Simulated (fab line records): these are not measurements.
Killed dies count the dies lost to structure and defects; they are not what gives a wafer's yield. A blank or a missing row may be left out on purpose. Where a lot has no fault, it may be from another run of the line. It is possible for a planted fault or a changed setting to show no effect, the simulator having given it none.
fab line records | flow berkeley-cmos170
[record] lots = 5 | wafers = 23
route steps=331 shown ZERO@12 PFIELD@86 GATE@141 PLDD@148 NSD@190 SILICIDE@211 CONTACT@217 M1@249
start-h: hours from the record's opening day to when the first of the lot's shown wafers began | wait-h: hours from the lot's prior step to this one | " identical to the entry in the row above | L1.1+2: a single row standing in for several wafers | - no value present, or no start provided | * or withheld: withheld | < > ~ a bound
route shown NAME@n: NAME is a module with steps in the file, n the number in the route of the first one | usual: mean and standard deviation over wafers with no fault | same: alike in all rows | chamber/n: place in a boat | sites: readings site by site | _std_site: how widely they spread, as a standard deviation | _edge_site: the outer-site mean with the inner-site mean subtracted | radius-mm: for every site, how far away it sits from the centre of the wafer | mask NAME#n: copy n | behind: the most recent tool/chamber to have shaped the wafer | hold: cause of the lot's hold/its duration in hours/its outcome | device: names the non-switching transistor (n, p or np) | end of line: the same wafers' tests at the end of the route | a step given without rows: its recipe and nothing more | killed: count of dies lost to structure and defects at first sort (not the wafer's yield) | map: dies across one wafer; x = killed, . = not, _ = none there
set.NAME: the setting as run; set.NAME@STEP: as run at that earlier step | model.NAME: the simulator's own value behind a step, which no gauge read
lots with deliberately changed settings; one table per step, one row per wafer
[[steps]]
[step UCB170_ZERO_ETCH_06]
[recipe] chemistry = CHF3/CF4/Ar | target = SiO2 | time-s = 12 | pressure-mtorr = 100 | rf-w = 500 | CHF3_flow_sccm = 50 | cf4-flow-sccm = 10 | Ar_flow_sccm = 120 | over-etch-frac = 1.58
[usual] oes-product-au = 0.627/0.0098
lot.wafer | tool        | chamber | start-h | wait-h | set.over-etch-frac | oes-product-au
L078.1    | rie-diel-03 | 2       | 43.46   | -      | 1.58               | 0.634
L078.3    | "           | 3       | "       | "      | 1.192              | 0.665
L078.4    | "           | 0       | "       | "      | 1.192              | 0.686
L078.5    | "           | 1       | "       | "      | 1.58               | 0.626
L078.6    | "           | 0       | "       | "      | 1.192              | 0.682
L080.1    | rie-diel-02 | 1       | 52.46   | -      | 1.58               | 0.620
L080.2    | "           | 0       | "       | "      | 1.223              | 0.666
L080.3    | "           | 2       | "       | "      | 1.58               | 0.637
L080.4    | "           | 3       | "       | "      | 1.58               | 0.617
L080.6    | "           | 1       | "       | "      | 1.223              | 0.659
L081.2    | rie-diel-02 | 0       | 57.69   | -      | 1.58               | 0.631
L081.3    | "           | 3       | "       | "      | 1.58               | 0.628
L081.4    | "           | 1       | "       | "      | 1.58               | 0.625
L081.5    | "           | 1       | "       | "      | 1.58               | 0.628
L081.6    | "           | 0       | "       | "      | 1.58               | 0.632
L082.2    | rie-diel-02 | 0       | 64.24   | -      | 1.58               | 0.630
L082.3    | "           | 3       | "       | "      | 1.58               | 0.614
L082.6    | "           | 1       | "       | "      | 1.58               | 0.625
L083.1    | rie-diel-04 | 2       | 67.28   | -      | 1.58               | 0.621
L083.2    | "           | 1       | "       | "      | 1.333              | 0.645
L083.4    | "           | 0       | "       | "      | 1.333              | 0.666
L083.5    | "           | 0       | "       | "      | 1.333              | 0.664
L083.6    | "           | 1       | "       | "      | 1.58               | 0.617
[step UCB170_PFIELD_IMPLANT_07]
[recipe] species = B | dose-cm2 = 2e+13 | energy-kev = 80 | tilt-deg = 7
lot.wafer  | tool         | chamber | start-h | wait-h | set.energy-kev | model.implant.rp-nm | model.implant.drp-nm
L078.1+4+5 | implanter-04 | 0       | 124.06  | 0.0    | 80             | 265.7               | 74.86
L078.3+6   | "            | 0       | "       | "      | 78.71          | 262.2               | 74.27
L080.1+2+4 | implanter-01 | 0       | 127.47  | 0.0    | 84.18          | 269.2               | 76.65
L080.3+6   | "            | 0       | "       | "      | 80             | 258.1               | 74.86
L081.2+3+4 | implanter-02 | 0       | 127.80  | 0.0    | 80             | 257.6               | 74.86
L081.5+6   | "            | 0       | "       | "      | 83.66          | 267.3               | 76.44
L083.1+2+5 | implanter-02 | 0       | 144.22  | 0.0    | 78.4           | 267.9               | 74.13
L083.4+6   | "            | 0       | "       | "      | 80             | 272.3               | 74.86
L082.2+3+6 | implanter-01 | 0       | 144.43  | 0.0    | 80             | 266.7               | 74.86
[step UCB170_GATE_ETCH_15]
[recipe] chemistry = HBr/Cl2 | target = poly-Si | stop-on = SiO2 | over-etch-frac = 0.3 | icp-w = 300 | bias-w = 150 | time-s = 56.3 | pressure-mtorr = 15 | HBr_flow_sccm = 150 | Cl2_flow_sccm = 50 | target-depth-a = 2782
lot.wafer | tool      | chamber | start-h | wait-h | set.icp-w | model.SiO2_of_GATE_OXIDATION_01.thk-nm
L078.1    | rie-si-02 | 0       | 184.85  | -      | 300       | 6.517
L078.3    | "         | 2       | "       | "      | 300       | 6.665
L078.4    | "         | 1       | "       | "      | 300       | 6.648
L078.5    | "         | 3       | "       | "      | 300       | 6.606
L078.6    | "         | 2       | "       | "      | 300       | 6.576
L080.1    | rie-si-02 | 2       | 190.72  | -      | 300       | 6.634
L080.2    | "         | 0       | "       | "      | 329.3     | 6.399
L080.3    | "         | 1       | "       | "      | 300       | 6.62
L080.4    | "         | 3       | "       | "      | 329.3     | 6.384
L080.6    | "         | 0       | "       | "      | 329.3     | 6.462
L083.1    | rie-si-01 | 0       | 190.96  | -      | 300       | 6.535
L083.2    | "         | 2       | "       | "      | 327.1     | 6.418
L083.4    | "         | 1       | "       | "      | 300       | 6.558
L083.5    | "         | 2       | "       | "      | 327.1     | 6.352
L083.6    | "         | 3       | "       | "      | 327.1     | 6.304
L081.2    | rie-si-02 | 1       | 191.00  | -      | 318.3     | 6.408
L081.3    | "         | 0       | "       | "      | 300       | 6.571
L081.4    | "         | 3       | "       | "      | 300       | 6.616
L081.5    | "         | 3       | "       | "      | 300       | 6.597
L081.6    | "         | 0       | "       | "      | 318.3     | 6.53
L082.2    | rie-si-01 | 2       | 194.90  | -      | 300       | 6.517
L082.3    | "         | 3       | "       | "      | 300       | 6.577
L082.6    | "         | 2       | "       | "      | 300       | 6.568
[step UCB170_PLDD_EXPOSE_03]
[recipe] mask-id = PSELECT | na = 0.5 | sigma-outer = 0.6 | source-shape = conventional | target-cd-nm = 1200 | dose-mj = 30
lot.wafer  | tool           | chamber | start-h | wait-h | mask      | set.dose-mj
L078.1+5   | krf-scanner-01 | 0       | 186.82  | 0.2    | PSELECT#0 | 30
L078.3+4+6 | "              | 0       | "       | "      | PSELECT#0 | 31.55
L080.1+4+6 | krf-scanner-02 | 0       | 191.90  | 0.3    | PSELECT#0 | 30
L080.2+3   | "              | 0       | "       | "      | PSELECT#0 | 28.99
L083.1+4+5 | krf-scanner-02 | 0       | 192.02  | 0.2    | PSELECT#0 | 28.46
L083.2+6   | "              | 0       | "       | "      | PSELECT#0 | 30
L081.2+4+5 | krf-scanner-02 | 0       | 192.23  | 0.1    | PSELECT#0 | 30
L081.3+6   | "              | 0       | "       | "      | PSELECT#0 | 28.78
L082.2+3+6 | krf-scanner-02 | 0       | 195.81  | 0.1    | PSELECT#0 | 30
[step UCB170_PLDD_PEB_04]
[recipe] peb-temp-c = 130 | peb-time-s = withheld | resist = KrF
[step UCB170_PLDD_DEVELOP_05]
[recipe] developer = TMAH | develop-time-s = 45 | resist = KrF | dev-temp-c = 21
[step UCB170_PLDD_CD_MEAS_06]
[recipe] target-cd-nm = 1200
[usual] cd-nm = 1199.2/1
lot.wafer | tool      | chamber | start-h | wait-h | set.dose-mj@PLDD_EXPOSE_03 | cd-nm
L078.1    | cd-sem-02 | -       | 187.33  | -      | 30                         | 1199.6
L078.3    | "         | -       | "       | "      | 31.55                      | 1208.3
L078.4    | "         | -       | "       | "      | 31.55                      | 1210.3
L078.5    | "         | -       | "       | "      | 30                         | 1200.7
L078.6    | "         | -       | "       | "      | 31.55                      | 1209.7
L080.1    | cd-sem-02 | -       | 192.98  | -      | 30                         | 1198.2
L080.2    | "         | -       | "       | "      | 28.99                      | 1192.3
L080.3    | "         | -       | "       | "      | 28.99                      | 1192.8
L080.4    | "         | -       | "       | "      | 30                         | 1200.0
L080.6    | "         | -       | "       | "      | 30                         | 1198.7
L083.1    | cd-sem-02 | -       | 193.21  | -      | 28.46                      | 1189.2
L083.2    | "         | -       | "       | "      | 30                         | 1200.3
L083.4    | "         | -       | "       | "      | 28.46                      | 1190.3
L083.5    | "         | -       | "       | "      | 28.46                      | 1190.3
L083.6    | "         | -       | "       | "      | 30                         | 1199.2
L081.2    | cd-sem-01 | -       | 193.33  | -      | 30                         | 1200.7
L081.3    | "         | -       | "       | "      | 28.78                      | 1193.2
L081.4    | "         | -       | "       | "      | 30                         | 1199.7
L081.5    | "         | -       | "       | "      | 30                         | 1200.8
L081.6    | "         | -       | "       | "      | 28.78                      | 1191.8
L082.2    | cd-sem-02 | -       | 196.20  | -      | 30                         | 1200.3
L082.3    | "         | -       | "       | "      | 30                         | 1198.6
L082.6    | "         | -       | "       | "      | 30                         | 1199.0
[step UCB170_NSD_EXPOSE_03]
[recipe] mask-id = NSELECT_MOD | na = 0.5 | sigma-outer = 0.6 | source-shape = conventional | target-cd-nm = 1200 | dose-mj = 30
lot.wafer      | tool           | chamber | start-h | wait-h | mask          | set.dose-mj
L078.1+3+4+5+6 | krf-scanner-02 | 0       | 198.50  | 0.2    | NSELECT_MOD#0 | 30
L081.2+5+6     | krf-scanner-02 | 0       | 203.61  | 0.1    | NSELECT_MOD#0 | 32.1
L081.3+4       | "              | 0       | "       | "      | NSELECT_MOD#0 | 30
L083.1+5       | krf-scanner-01 | 0       | 203.99  | 0.2    | NSELECT_MOD#0 | 31.89
L083.2+4+6     | "              | 0       | "       | "      | NSELECT_MOD#0 | 30
L080.1+2+3     | krf-scanner-02 | 0       | 204.23  | 0.5    | NSELECT_MOD#0 | 30
L080.4+6       | "              | 0       | "       | "      | NSELECT_MOD#0 | 28.47
L082.2+3+6     | krf-scanner-02 | 0       | 204.80  | 0.1    | NSELECT_MOD#0 | 30
[step UCB170_NSD_PEB_04]
[recipe] peb-temp-c = 130 | peb-time-s = withheld | resist = KrF
[step UCB170_NSD_DEVELOP_05]
[recipe] developer = TMAH | develop-time-s = 45 | resist = KrF | dev-temp-c = 21
[step UCB170_NSD_CD_MEAS_06]
[recipe] target-cd-nm = 1200
[usual] cd-nm = 1200.2/1.8
lot.wafer | tool      | chamber | start-h | wait-h | set.dose-mj@NSD_EXPOSE_03 | cd-nm
L078.1    | cd-sem-02 | -       | 199.12  | -      | 30                        | 1198.5
L078.3    | "         | -       | "       | "      | 30                        | 1200.3
L078.4    | "         | -       | "       | "      | 30                        | 1199.4
L078.5    | "         | -       | "       | "      | 30                        | 1198.2
L078.6    | "         | -       | "       | "      | 30                        | 1200.0
L081.2    | cd-sem-02 | -       | 204.00  | -      | 32.1                      | 1211.7
L081.3    | "         | -       | "       | "      | 30                        | 1200.7
L081.4    | "         | -       | "       | "      | 30                        | 1199.6
L081.5    | "         | -       | "       | "      | 32.1                      | 1212.9
L081.6    | "         | -       | "       | "      | 32.1                      | 1212.1
L083.1    | cd-sem-01 | -       | 204.38  | -      | 31.89                     | 1211.9
L083.2    | "         | -       | "       | "      | 30                        | 1202.5
L083.4    | "         | -       | "       | "      | 30                        | 1200.6
L083.5    | "         | -       | "       | "      | 31.89                     | 1211.2
L083.6    | "         | -       | "       | "      | 30                        | 1201.5
L080.1    | cd-sem-02 | -       | 204.62  | -      | 30                        | 1200.3
L080.2    | "         | -       | "       | "      | 30                        | 1200.2
L080.3    | "         | -       | "       | "      | 30                        | 1200.3
L080.4    | "         | -       | "       | "      | 28.47                     | 1193.1
L080.6    | "         | -       | "       | "      | 28.47                     | 1190.5
L082.2    | cd-sem-02 | -       | 205.19  | -      | 30                        | 1198.9
L082.3    | "         | -       | "       | "      | 30                        | 1197.0
L082.6    | "         | -       | "       | "      | 30                        | 1197.3
[step UCB170_NSD_STRIP_09]
[recipe] chemistry = O2 | power-w = 400 | pressure-mtorr = 3500 | platen-temp-c = withheld | o2-flow-sccm = 400 | overash-fraction = 0.5
[usual] strip-time-to-endpoint-s = 35.79/0.074
lot.wafer | tool            | chamber | start-h | wait-h | set.power-w | strip-time-to-endpoint-s
L078.1    | plasma-asher-02 | 0       | 199.43  | 0.1    | 432         | 33.80
L078.3    | "               | 1       | "       | "      | 400         | 35.76
L078.4    | "               | 0       | "       | "      | 400         | 35.74
L078.5    | "               | 1       | "       | "      | 400         | 35.81
L078.6    | "               | 0       | "       | "      | 432         | 33.80
L081.2    | plasma-asher-02 | 0       | 204.29  | 0.1    | 400         | 35.85
L081.3    | "               | 1       | "       | "      | 400         | 35.83
L081.4    | "               | 0       | "       | "      | 400         | 35.81
L081.5    | "               | 1       | "       | "      | 400         | 35.77
L081.6    | "               | 0       | "       | "      | 400         | 35.80
L083.1    | plasma-asher-04 | 1       | 204.69  | 0.1    | 400         | 35.93
L083.2    | "               | 0       | "       | "      | 400         | 35.84
L083.4    | "               | 1       | "       | "      | 400         | 35.84
L083.5    | "               | 1       | "       | "      | 400         | 35.86
L083.6    | "               | 0       | "       | "      | 400         | 35.90
L080.1    | plasma-asher-03 | 0       | 204.93  | 0.1    | 400         | 35.99
L080.2    | "               | 1       | "       | "      | 371         | 37.90
L080.3    | "               | 0       | "       | "      | 400         | 35.85
L080.4    | "               | 1       | "       | "      | 400         | 35.82
L080.6    | "               | 1       | "       | "      | 371         | 37.89
L082.2    | plasma-asher-04 | 0       | 205.48  | 0.1    | 400         | 35.83
L082.3    | "               | 0       | "       | "      | 400         | 35.96
L082.6    | "               | 1       | "       | "      | 400         | 35.88
[step UCB170_SILICIDE_SPUTTER_01]
[recipe] material = Ti | target-thk-nm = 30 | time-s = 25 | power-w = 1500 | chamber-pressure-pa = 0.5
lot.wafer | tool           | chamber | start-h | wait-h | set.time-s | model.Ti_of_SILICIDE_SPUTTER_01.thk-nm
L078.1    | pvd-sputter-01 | -       | 203.65  | 0.0    | 23.6       | 28.34
L078.3    | "              | -       | "       | "      | 25         | 29.87
L078.4    | "              | -       | "       | "      | 23.6       | 28.44
L078.5    | "              | -       | "       | "      | 25         | 30.1
L078.6    | "              | -       | "       | "      | 23.6       | 28.17
L081.2    | pvd-sputter-03 | -       | 206.02  | 0.0    | 23.34      | 27.81
L081.3    | "              | -       | "       | "      | 23.34      | 27.66
L081.4    | "              | -       | "       | "      | 23.34      | 28.01
L081.5    | "              | -       | "       | "      | 25         | 29.95
L081.6    | "              | -       | "       | "      | 25         | 29.72
L083.1    | pvd-sputter-01 | -       | 206.42  | 0.0    | 28.62      | 34.1
L083.2    | "              | -       | "       | "      | 28.62      | 34.47
L083.4    | "              | -       | "       | "      | 25         | 30.07
L083.5    | "              | -       | "       | "      | 25         | 29.71
L083.6    | "              | -       | "       | "      | 28.62      | 34.33
L080.1    | pvd-sputter-02 | -       | 206.67  | 0.0    | 21.33      | 25.19
L080.2+3  | "              | -       | "       | "      | 25         | 29.68
L080.4    | "              | -       | "       | "      | 21.33      | 25.48
L080.6    | "              | -       | "       | "      | 25         | 29.85
L082.2    | pvd-sputter-03 | -       | 207.21  | 0.0    | 25         | 30.15
L082.3    | "              | -       | "       | "      | 25         | 29.58
L082.6    | "              | -       | "       | "      | 25         | 29.73
[step UCB170_SILICIDE_RS_MEAS_02]
[recipe] thk-meas-gauge = four-point-probe | reads = Ti_of_SILICIDE_SPUTTER_01
[usual] SILICIDE_TI_RS = 26.29/0.24
lot.wafer | tool          | chamber | start-h | wait-h | set.time-s@SILICIDE_SPUTTER_01 | SILICIDE_TI_RS[ohm/sq]
L078.1    | film-metro-04 | -       | 203.68  | 0.0    | 23.6                           | 27.91
L078.3    | "             | -       | "       | "      | 25                             | 26.23
L078.4    | "             | -       | "       | "      | 23.6                           | 27.83
L078.5    | "             | -       | "       | "      | 25                             | 25.97
L078.6    | "             | -       | "       | "      | 23.6                           | 28.17
L081.2    | film-metro-02 | -       | 206.07  | 0.0    | 23.34                          | 28.58
L081.3    | "             | -       | "       | "      | 23.34                          | 28.77
L081.4    | "             | -       | "       | "      | 23.34                          | 28.39
L081.5    | "             | -       | "       | "      | 25                             | 26.19
L081.6    | "             | -       | "       | "      | 25                             | 26.42
L083.1    | film-metro-03 | -       | 206.45  | 0.0    | 28.62                          | 22.43
L083.2    | "             | -       | "       | "      | 28.62                          | 22.23
L083.4    | "             | -       | "       | "      | 25                             | 26.01
L083.5    | "             | -       | "       | "      | 25                             | 26.42
L083.6    | "             | -       | "       | "      | 28.62                          | 22.30
L080.1    | film-metro-02 | -       | 206.70  | 0.0    | 21.33                          | 32.19
L080.2    | "             | -       | "       | "      | 25                             | 26.52
L080.3    | "             | -       | "       | "      | 25                             | 26.53
L080.4    | "             | -       | "       | "      | 21.33                          | 31.70
L080.6    | "             | -       | "       | "      | 25                             | 26.29
L082.2    | film-metro-03 | -       | 207.26  | 0.0    | 25                             | 25.98
L082.3    | "             | -       | "       | "      | 25                             | 26.55
L082.6    | "             | -       | "       | "      | 25                             | 26.45
[step UCB170_SILICIDE_THK_MEAS_03]
[recipe] thk-meas-gauge = xrf | reads = Ti_of_SILICIDE_SPUTTER_01
[usual] SILICIDE_TI_THK = 29.90/0.23
lot.wafer | tool          | chamber | start-h | wait-h | set.time-s@SILICIDE_SPUTTER_01 | SILICIDE_TI_THK[nm]
L078.1    | film-metro-04 | -       | 203.80  | 0.1    | 23.6                           | 28.12
L078.3    | "             | -       | "       | "      | 25                             | 29.70
L078.4    | "             | -       | "       | "      | 23.6                           | 28.31
L078.5    | "             | -       | "       | "      | 25                             | 29.77
L078.6    | "             | -       | "       | "      | 23.6                           | 27.88
L081.2    | film-metro-02 | -       | 206.18  | 0.1    | 23.34                          | 27.98
L081.3    | "             | -       | "       | "      | 23.34                          | 27.71
L081.4    | "             | -       | "       | "      | 23.34                          | 28.12
L081.5    | "             | -       | "       | "      | 25                             | 30.02
L081.6    | "             | -       | "       | "      | 25                             | 29.82
L083.1    | film-metro-03 | -       | 206.57  | 0.1    | 28.62                          | 34.12
L083.2    | "             | -       | "       | "      | 28.62                          | 34.42
L083.4    | "             | -       | "       | "      | 25                             | 30.05
L083.5    | "             | -       | "       | "      | 25                             | 29.67
L083.6    | "             | -       | "       | "      | 28.62                          | 34.33
L080.1    | film-metro-02 | -       | 206.82  | 0.1    | 21.33                          | 25.38
L080.2    | "             | -       | "       | "      | 25                             | 29.73
L080.3    | "             | -       | "       | "      | 25                             | 29.59
L080.4    | "             | -       | "       | "      | 21.33                          | 25.45
L080.6    | "             | -       | "       | "      | 25                             | 29.94
L082.2    | film-metro-03 | -       | 207.37  | 0.1    | 25                             | 30.16
L082.3    | "             | -       | "       | "      | 25                             | 29.75
L082.6    | "             | -       | "       | "      | 25                             | 29.75
[step UCB170_CONTACT_CVD_01]
[recipe] material = PSG | target-thk-nm = 700 | temp-c = 450 | precursor = SiH4/O2/PH3 | time-s = 2820 | pressure-mtorr = 300 | sih4-flow-sccm = 60 | o2-flow-sccm = 90 | ph3-flow-sccm = 25
lot.wafer | tool     | chamber | start-h | wait-h | set.pressure-mtorr | model.PSG_of_CONTACT_CVD_01.thk-nm
L078.1    | -        | -       | -       | 2.0    | 329.4              | 721.7
L078.3    | "        | -       | "       | "      | 329.4              | 727.6
L078.4    | "        | -       | "       | "      | 329.4              | 723.2
L078.5    | "        | -       | "       | "      | 329.4              | 721
L078.6    | "        | -       | "       | "      | 329.4              | 724.1
L080.1    | -        | -       | -       | 0.7    | 274.4              | 672.2
L080.2    | "        | -       | "       | "      | 274.4              | 676.5
L080.3    | "        | -       | "       | "      | 274.4              | 678.8
L080.4    | "        | -       | "       | "      | 274.4              | 672.1
L080.6    | "        | -       | "       | "      | 274.4              | 675.2
L081.2    | -        | -       | -       | 1.4    | 300                | 695.7
L081.3    | "        | -       | "       | "      | 300                | 698.5
L081.4    | "        | -       | "       | "      | 300                | 698.9
L081.5    | "        | -       | "       | "      | 300                | 698.2
L081.6    | "        | -       | "       | "      | 300                | 694.2
L082.2    | lpcvd-02 | 0       | 207.95  | 0.3    | 300                | 699.3
L082.3    | "        | 0       | "       | "      | 300                | 691
L082.6    | "        | 0       | "       | "      | 300                | 695.4
L083.1    | -        | -       | -       | 1.1    | 300                | 695.5
L083.2    | "        | -       | "       | "      | 300                | 698.4
L083.4    | "        | -       | "       | "      | 300                | 693.5
L083.5    | "        | -       | "       | "      | 300                | 698
L083.6    | "        | -       | "       | "      | 300                | 690.6
[step UCB170_CONTACT_THK_MEAS_02]
[recipe] reads = PSG_of_CONTACT_CVD_01
[usual] CONTACT_PSG_THK = 698/5.1
lot.wafer | tool          | chamber | start-h | wait-h | set.pressure-mtorr@CONTACT_CVD_01 | CONTACT_PSG_THK[nm]
L078.1    | film-metro-02 | -       | -       | -      | 329.4                             | 722
L078.3    | "             | -       | "       | "      | 329.4                             | 727
L078.4    | "             | -       | "       | "      | 329.4                             | 723
L078.5    | "             | -       | "       | "      | 329.4                             | 722
L078.6    | "             | -       | "       | "      | 329.4                             | 724
L080.1    | film-metro-04 | -       | -       | -      | 274.4                             | 672
L080.2    | "             | -       | "       | "      | 274.4                             | 676
L080.3    | "             | -       | "       | "      | 274.4                             | 679
L080.4    | "             | -       | "       | "      | 274.4                             | 672
L080.6    | "             | -       | "       | "      | 274.4                             | 675
L083.1    | film-metro-02 | -       | -       | -      | 300                               | 695
L083.2    | "             | -       | "       | "      | 300                               | 699
L083.4    | "             | -       | "       | "      | 300                               | 694
L083.5    | "             | -       | "       | "      | 300                               | 698
L083.6    | "             | -       | "       | "      | 300                               | 690
L081.2    | film-metro-01 | -       | -       | -      | 300                               | 696
L081.3    | "             | -       | "       | "      | 300                               | 698
L081.4    | "             | -       | "       | "      | 300                               | 698
L081.5    | "             | -       | "       | "      | 300                               | 698
L081.6    | "             | -       | "       | "      | 300                               | 695
L082.2    | film-metro-01 | -       | 210.69  | 0.1    | 300                               | 699
L082.3    | "             | -       | "       | "      | 300                               | 691
L082.6    | "             | -       | "       | "      | 300                               | 695
[step UCB170_CONTACT_HMDS_03]
[recipe] prime-time-s = 60 | prime-temp-c = 100
[step UCB170_CONTACT_COAT_04]
[recipe] resist = KrF | spin-rpm = 1500 | resist-thk-nm = 900
[step UCB170_CONTACT_ETCH_17]
[recipe] chemistry = N2/H2 | target-depth-a = withheld | overetch-a = withheld | target = BARC | time-s = withheld | source-w = 500 | bias-w = 100 | pressure-mtorr = 30 | n2-flow-sccm = 100 | h2-flow-sccm = 200
[step UCB170_CONTACT_ETCH_18]
[recipe] chemistry = CHF3/CF4/Ar | target = PSG | stop-on = TiSi2 | CHF3_flow_sccm = 45 | cf4-flow-sccm = 15 | Ar_flow_sccm = 150 | pressure-mtorr = 200 | rf-w = 700 | target-depth-a = 8400 | over-etch-frac = 0.2 | time-s = 195
lot.wafer | tool        | chamber | start-h | wait-h | set.pressure-mtorr@CONTACT_CVD_01 | model.etch.depth-nm | model.CONTACT.feature-depth-nm
L078.1    | rie-diel-02 | 2       | -       | -      | 329.4                             | -                   | 721.7
L078.3    | "           | 0       | "       | "      | 329.4                             | 727.6               | 727.6
L078.4    | "           | 2       | "       | "      | 329.4                             | 723.2               | 723.2
L078.5    | "           | 0       | "       | "      | 329.4                             | -                   | 721
L078.6    | "           | 3       | "       | "      | 329.4                             | 724.1               | 724.1
L081.2    | rie-diel-03 | 2       | -       | -      | 300                               | 695.7               | 695.7
L081.3    | "           | 3       | "       | "      | 300                               | 698.5               | 698.5
L081.4    | "           | 2       | "       | "      | 300                               | 698.9               | 698.9
L081.5    | "           | 3       | "       | "      | 300                               | 698.2               | 698.2
L081.6    | "           | 0       | "       | "      | 300                               | 694.2               | 694.2
L083.1    | rie-diel-02 | 1       | -       | -      | 300                               | -                   | 695.5
L083.2    | "           | 0       | "       | "      | 300                               | -                   | 698.4
L083.4    | "           | 2       | "       | "      | 300                               | -                   | 693.5
L083.5    | "           | 2       | "       | "      | 300                               | 698                 | 698
L083.6    | "           | 1       | "       | "      | 300                               | 690.6               | 690.6
L082.2    | rie-diel-01 | 0       | -       | -      | 300                               | 699.3               | 699.3
L082.3    | "           | 3       | "       | "      | 300                               | 691                 | 691
L082.6    | "           | 0       | "       | "      | 300                               | 695.4               | 695.4
L080.1    | rie-diel-03 | 3       | -       | -      | 274.4                             | 672.2               | 672.2
L080.2    | "           | 0       | "       | "      | 274.4                             | 676.5               | 676.5
L080.3    | "           | 2       | "       | "      | 274.4                             | 678.8               | 678.8
L080.4    | "           | 2       | "       | "      | 274.4                             | 672.1               | 672.1
L080.6    | "           | 0       | "       | "      | 274.4                             | 675.2               | 675.2
[step UCB170_M1_ETCH_11]
[recipe] chemistry = N2/H2 | target-depth-a = withheld | overetch-a = withheld | target = BARC | time-s = withheld | source-w = 500 | bias-w = 100 | pressure-mtorr = 30 | n2-flow-sccm = 100 | h2-flow-sccm = 200
lot.wafer      | tool        | chamber   | start-h | wait-h | set.bias-w
L078.1+5+6     | rie-diel-01 | 0,0,3     | 213.56  | 0.0    | 106.5
L078.3+4       | "           | 2,3       | "       | "      | 100
L081.2+3+6     | rie-diel-04 | 0,1,3     | 215.50  | 0.0    | 100
L081.4+5       | "           | 3,2       | "       | "      | 103.7
L083.1+2+4+5+6 | rie-diel-01 | 1,2,0,3,2 | 215.70  | 0.0    | 100
L082.2+3+6     | rie-diel-04 | 0,2,2     | 216.05  | 0.0    | 100
L080.1+3       | rie-diel-01 | 3,2       | 216.17  | 0.0    | 100
L080.2+4+6     | "           | 0,1,3     | "       | "      | 103.4
[step UCB170_M1_METAL_ETCH_12]
[recipe] chemistry = Cl2/BCl3 | target = Al | stop-on = PSG | pressure-mtorr = 12 | target-depth-a = 7800 | over-etch-frac = 0.3 | time-s = 130 | icp-w = 600 | bias-w = 120 | Cl2_flow_sccm = 90 | bcl3-flow-sccm = 45
lot.wafer | tool         | chamber | start-h | wait-h | set.pressure-mtorr@CONTACT_CVD_01 | model.PSG_of_CONTACT_CVD_01.thk-nm
L078.1    | rie-metal-01 | 1       | 213.60  | -      | 329.4                             | 683.5
L078.3    | "            | 1       | "       | "      | 329.4                             | 689.5
L078.4    | "            | 0       | "       | "      | 329.4                             | 684.8
L078.5    | "            | 0       | "       | "      | 329.4                             | 682.6
L078.6    | "            | 1       | "       | "      | 329.4                             | 685.9
L081.2    | rie-metal-04 | 0       | 215.54  | -      | 300                               | 659
L081.3    | "            | 0       | "       | "      | 300                               | 661.7
L081.4    | "            | 1       | "       | "      | 300                               | 661.3
L081.5    | "            | 0       | "       | "      | 300                               | 661.5
L081.6    | "            | 1       | "       | "      | 300                               | 656.4
L083.1    | rie-metal-03 | 1       | 215.74  | -      | 300                               | 656.5
L083.2+5  | "            | 0       | "       | "      | 300                               | 662.1
L083.4    | "            | 1       | "       | "      | 300                               | 654.6
L083.6    | "            | 1       | "       | "      | 300                               | 651.6
L082.2    | rie-metal-01 | 0       | 216.09  | -      | 300                               | 660.8
L082.3    | "            | 1       | "       | "      | 300                               | 652.7
L082.6    | "            | 1       | "       | "      | 300                               | 657.2
L080.1    | rie-metal-04 | 1       | 216.21  | -      | 274.4                             | 634.3
L080.2    | "            | 0       | "       | "      | 274.4                             | 639.5
L080.3    | "            | 1       | "       | "      | 274.4                             | 640.9
L080.4    | "            | 0       | "       | "      | 274.4                             | 635
L080.6    | "            | 0       | "       | "      | 274.4                             | 638
[[key]]
[split] step = UCB170_ZERO_ETCH_06 | setting = over-etch-frac | stated = 1.58 | by = wafer
[response] step = UCB170_ZERO_ETCH_06 | reading = oes-product-au | change = -0.00193 | per = 1% | r = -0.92
[split] step = UCB170_PFIELD_IMPLANT_07 | setting = energy-kev | stated = 80 | by = wafer
[response] step = UCB170_PFIELD_IMPLANT_07 | reading = model.implant.rp-nm | change = +2.14 | per = 1% | r = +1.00
[response] step = UCB170_PFIELD_IMPLANT_07 | reading = model.implant.drp-nm | change = +0.346 | per = 1% | r = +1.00
[split] step = UCB170_GATE_ETCH_15 | setting = icp-w | stated = 300 | by = wafer
[response] step = UCB170_GATE_ETCH_15 | reading = model.SiO2_of_GATE_OXIDATION_01.thk-nm | change = -0.0212 | per = 1% | r = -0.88
[split] step = UCB170_PLDD_EXPOSE_03 | setting = dose-mj | stated = 30 | by = wafer
[response] step = UCB170_PLDD_CD_MEAS_06 | reading = cd-nm | change = +1.88 | per = 1% | r = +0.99
[split] step = UCB170_NSD_EXPOSE_03 | setting = dose-mj | stated = 30 | by = wafer
[response] step = UCB170_NSD_CD_MEAS_06 | reading = cd-nm | change = +1.66 | per = 1% | r = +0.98
[split] step = UCB170_NSD_STRIP_09 | setting = power-w | stated = 400 | by = wafer
[response] step = UCB170_NSD_STRIP_09 | reading = strip-time-to-endpoint-s | change = * | per = 1% | r = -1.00
[split] step = UCB170_SILICIDE_SPUTTER_01 | setting = time-s | stated = 25 | by = wafer
[response] step = UCB170_SILICIDE_SPUTTER_01 | reading = model.Ti_of_SILICIDE_SPUTTER_01.thk-nm | change = +0.302 | per = 1% | r = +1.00
[response] step = UCB170_SILICIDE_RS_MEAS_02 | reading = SILICIDE_TI_RS | change = -0.325 | per = 1% | r = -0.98
[response] step = UCB170_SILICIDE_THK_MEAS_03 | reading = SILICIDE_TI_THK | change = +0.3 | per = 1% | r = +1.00
[split] step = UCB170_CONTACT_CVD_01 | setting = pressure-mtorr | stated = 300 | by = lot
[response] step = UCB170_CONTACT_CVD_01 | reading = model.PSG_of_CONTACT_CVD_01.thk-nm | change = +2.66 | per = 1% | r = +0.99
[response] step = UCB170_CONTACT_THK_MEAS_02 | reading = CONTACT_PSG_THK | change = +2.66 | per = 1% | r = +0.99
[response] step = UCB170_CONTACT_ETCH_18 | reading = model.etch.depth-nm | change = +2.7 | per = 1% | r = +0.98
[response] step = UCB170_CONTACT_ETCH_18 | reading = model.CONTACT.feature-depth-nm | change = +2.66 | per = 1% | r = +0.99
[response] step = UCB170_M1_METAL_ETCH_12 | reading = model.PSG_of_CONTACT_CVD_01.thk-nm | change = +2.61 | per = 1% | r = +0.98
[split] step = UCB170_M1_ETCH_11 | setting = bias-w | stated = 100 | by = wafer
response none clear
